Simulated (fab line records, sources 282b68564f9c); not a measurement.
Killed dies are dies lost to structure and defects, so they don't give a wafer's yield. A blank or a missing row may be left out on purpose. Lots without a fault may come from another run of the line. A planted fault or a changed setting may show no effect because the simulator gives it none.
A struck lot beside a sound one | flow rit_cmos | 20 steps out of a route of 202
Sound: wafers L254.1, L254.3, L254.4. Struck: wafers L257.1, L257.4, L257.5. The cause comes at the end.
At each step with rows: each side's tool, then ch and its chambers, then its first start. Under that, the readings that differ: sound wafers | struck wafers | difference of the means | sigmas: that difference in standard deviations of wafers without a fault.
alike: readings whose means differ by less than 2 such deviations, and words and numbers that are the same on both sides. not compared: withheld readings, readings that some wafer has no value for, bounds like >300 that may hide the same value, and numbers for which the record gives no deviation and whose values overlap.
The two part at a step that has a row with sigmas, a row that says differs or no value, or rows on one side only. Numbers that don't overlap but have no deviation are shown without sigmas and don't part them. A reading that every wafer of one side lacks parts them only if that side has two wafers or more.

RIT_CONTACT_CD_MEAS_08: target cd 1000 nm.
  sound on cd_sem-02, day 5 04:58; struck on cd_sem-02, day 5 18:10
  alike: cd_nm
RIT_CONTACT_OVL_MEAS_09:
  sound on overlay-02, day 5 05:05; struck on overlay-02, day 5 18:17
  alike: CONTACT_OVL
then, 1 step without rows for these wafers: RIT_CONTACT_HARDBAKE_10 (time 60 s).
RIT_CONTACT_ETCH_11: etches SiO2 in CHF3/CF4/Ar, stops on TiSi2, target depth 480 nm, time 320 s.
  sound on rie_diel-01 ch 0,1,2, day 5 05:16; struck on rie_diel-02 ch 0,1,2, day 5 18:28
  alike: cf4_flow_sccm, drypump_motor_current_A, oes_product_au, throttle_valve_pct
  not compared: rf_hours_counter_h
RIT_CONTACT_STRIP_12: strips in O2, time 180 s.
  sound on plasma_asher-02 ch 0,1, day 5 05:28; struck on plasma_asher-02 ch 0, day 5 18:40
  alike: drypump_motor_current_A
  not compared: rf_hours_counter_h
RIT_CONTACT_CD_MEAS_90: target cd 1000 nm.
  sound on cd_sem-02, day 5 05:38; struck on cd_sem-02, day 5 18:50
  alike: cd_nm
then, 2 steps without rows for these wafers: RIT_CONTACT_CLEAN_13 (cleans in SC1, time 600 s); RIT_CONTACT_CLEAN_14 (cleans in SC2, time 600 s).
RIT_M1_SPUTTER_00: material Al, target thk 400 nm, time 500 s.
  sound on pvd_sputter-01, day 5 06:06; struck on pvd_sputter-02, day 5 19:19
  alike: throttle_valve_pct
RIT_M1_RS_MEAS_01: measures by four-point-probe.
  sound on film_metro-02, day 5 06:24; struck on film_metro-02, day 5 19:36
  alike: M1_AL_RS
RIT_M1_THK_MEAS_02: measures by xrf.
  sound on film_metro-02, day 5 06:31; struck on film_metro-02, day 5 19:43
  alike: M1_AL_THK
then, 1 step without rows for these wafers: RIT_M1_HMDS_03 (prime time 60 s).
RIT_M1_COAT_04: resist thk 1300 nm.
  sound on litho_track-02 ch 0, day 5 06:50; struck on litho_track-02, day 5 19:56
  no value came back on the struck wafers for chill_plate_temp_C (C), dispense_pressure_kPa (kPa); on the sound wafers chill_plate_temp_C (C) reads 23.05 22.95 23.03
then, 4 steps without rows for these wafers: RIT_M1_SOFTBAKE_05 (time 60 s); RIT_M1_EXPOSE_06 (exposes mask M12, target cd 2600 nm); RIT_M1_PEB_07; RIT_M1_DEVELOP_08 (develop time 68 s).
RIT_M1_CD_MEAS_09: target cd 2600 nm.
  sound on cd_sem-02, day 5 07:35; struck on cd_sem-02, day 5 20:47
  reading    | sound                | struck | difference                    | sigmas
  cd_nm (nm) | 2599.7 2603.2 2601.1 | - - -  | no value on the struck wafers |
RIT_M1_OVL_MEAS_10:
  sound on overlay-02, day 5 07:42; struck on overlay-01, day 5 20:55
  reading     | sound        | struck | difference                    | sigmas
  M1_OVL (nm) | 0.8 0.9 -0.5 | - - -  | no value on the struck wafers |
RIT_M1_PROBE_99:
  sound on prober-01, day 6 07:36; struck on prober-01, day 6 07:54
  reading                  | sound             | struck         | difference | sigmas
  defect_limited_yield (%) | 97.0 98.9 97.7    | 0 0 0          | -98        | -98
  killed_at_M0_to_M3       | 0 0 0             | 256 260 256    | +257       | +99 or more
  killed_at_contacts       | 0 0 0             | 1 0 1          | +1         | +3
  killed_dies              | 8 3 6             | 264 264 264    | +258       | +96
  killed_on_rim            | 1 1 4             | 70 70 70       | +68        | +57
  sort_bin_5_function (%)  | 2.7 1.1 1.5       | 98.9 99.2 98.9 | +97.2      | +99 or more
  sort_n_pass              | 256.0 261.0 258.0 | 0 0 0          | -258       | -96
  sort_yield_pct (%)       | 97.0 98.9 97.7    | 0 0 0          | -98        | -98
  alike: killed_at_front_end, killed_open, killed_short, sort_bin_3_pad_short, sort_bin_6_memory

WHERE THEY PART
First at RIT_M1_COAT_04; last, within this record, at RIT_M1_PROBE_99.

WHY: what the simulator had put in
Skipped step whole: litho_track-02, from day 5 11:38 on, at RIT_M1_COAT_04. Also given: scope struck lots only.
